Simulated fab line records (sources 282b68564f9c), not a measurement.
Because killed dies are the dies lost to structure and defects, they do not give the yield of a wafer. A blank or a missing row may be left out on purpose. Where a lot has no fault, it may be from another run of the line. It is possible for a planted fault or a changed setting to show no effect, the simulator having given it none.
What tool caused it?	flow ritCmos	7 lots with 21 wafers sampled at 2 steps, on a route of 202 steps

## WHAT THE GAUGES SHOWED, per wafer
RIT_ACTIVE_THK_MEAS_02.
lot	measured	on	ACTIVE_OXIDE_THK (nm)
L646	day 1 22:16	filmMetro-02	43.2 43.6 44.0
L649	day 2 14:02	filmMetro-01	43.3 43.6 43.3
L651	day 2 23:05	filmMetro-01	43.0 43.1 43.4
L655	day 3 20:40	filmMetro-01	42.2 42.3 42.5
L658	day 4 10:47	filmMetro-01	42.6 42.2 42.0
L660	day 4 21:18	filmMetro-02	42.7 41.9 41.9
L667	day 6 08:29	filmMetro-03	43.0 42.4 43.1

## WHAT TOOL EACH LOT RAN ON (gives the tool, then ch and the chambers of the sampled wafers, and finally the start)
lot	RIT_ACTIVE_OXIDATION_01
L646	furnace-01 ch 0, day 1 20:19
L649	furnace-04 ch 0, day 2 12:07
L651	furnace-04 ch 0, day 2 21:07
L655	furnace-01 ch 0, day 3 18:43
L658	furnace-03 ch 0, day 4 08:50
L660	furnace-04 ch 0, day 4 19:22
L667	furnace-03 ch 0, day 6 06:32
- RIT_ACTIVE_OXIDATION_01: target thk 46.8 nm, ox time 3360 s.

## THE ANSWER, worked out from the rows above alone
Rule: usual is defined by the lots themselves. The widest of any qualifying gaps counts: lots, ordered by their means at a reading, are off when they make up no more than a third of the lots, leave a main group of 4 or more, and stand apart from it by 3 or more times the standard deviation of that group's means. The tables above print the reading to a certain number of digits; a main group whose means all agree to those digits is not used. Also off: a lot with no number at a reading for which 4 or more lots have one. The other lots that the step has rows for count as sound.
No lot is off on any of the readings shown, so nothing can be concluded from this.

## WHAT THE SIMULATOR HAD PUT IN
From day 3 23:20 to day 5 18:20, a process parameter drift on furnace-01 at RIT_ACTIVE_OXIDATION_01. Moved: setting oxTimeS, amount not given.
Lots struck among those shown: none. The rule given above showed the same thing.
